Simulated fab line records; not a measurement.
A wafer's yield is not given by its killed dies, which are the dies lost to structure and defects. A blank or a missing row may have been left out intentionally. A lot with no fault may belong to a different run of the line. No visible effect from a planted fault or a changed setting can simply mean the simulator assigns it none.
Matching of chambers	flow berkeley cmos170	UCB170_M1_ETCH_11 on rie diel-04 has 4 sister chambers
The step etches BARC in N2/H2. 14 wafers are shown with their chamber, then 7 later ones without.

## WAFERS PAIRED WITH THEIR CHAMBERS
wafer	chamber	drypump motor current A (A)	throttle valve pct (%)	oes product au (a.u.)
L612.1	3	5.2	13.33	0.997
L612.2	0	6.6	13.22	1.036
L612.5	0	6.6	13.23	1.033
L618.1	3	5.2	13.34	0.986
L618.5	1	5.3	13.25	1.016
L618.6	3	5.2	13.33	0.977
L615.1	1	5.3	13.28	1.010
L615.2	2	5.0	13.38	0.998
L615.5	3	5.2	13.34	0.991
L626.1	1	5.3	13.28	1.017
L626.2	2	5.0	13.36	1.006
L626.3	3	5.2	13.33	1.000
L627.2	0	6.6	13.26	1.028
L627.4	2	4.9	13.36	0.995

SIGNATURES (means of the wafers above)
reading	chamber 0	chamber 1	chamber 2	chamber 3	scatter within a chamber
drypump motor current A	6.600	5.300	4.967	5.200	0.0258
throttle valve pct	13.2367	13.2700	13.3667	13.3340	0.0136
oes product au	1.03233	1.01433	0.99967	0.99020	0.00679
Rule: for a wafer and a chamber, the distance is found by dividing, reading by reading, the gap between the wafer's reading and the chamber's mean by the reading's scatter, squaring, summing and taking the root. The wafer belongs to the nearest chamber; if the next one is less than 2 further off, it can't be placed. The scatter: take each reading less its chamber's mean, square it, sum over the shown wafers, divide by the number of wafers less the number of chambers, and take the root.

## WAFERS WHOSE CHAMBER IS MISSING
wafer	drypump motor current A (A)	throttle valve pct (%)	oes product au (a.u.)
L627.6	5.2	13.33	0.993
L628.1	4.9	13.36	1.011
L628.2	6.6	13.25	1.031
L628.5	5.3	13.26	1.022
L629.2	5.2	13.34	1.003
L629.3	5.0	13.37	1.000
L629.5	5.0	13.38	1.005

## THE CHAMBER EACH PASSED THROUGH
wafer	from the rows above	in truth
L627.6	3	3
L628.1	2	2
L628.2	0	0
L628.5	1	1
L629.2	3	3
L629.3	2	2
L629.5	2	2
7 of 7 placed correctly. Can't be placed from these rows: 0. Wrongly placed: 0.
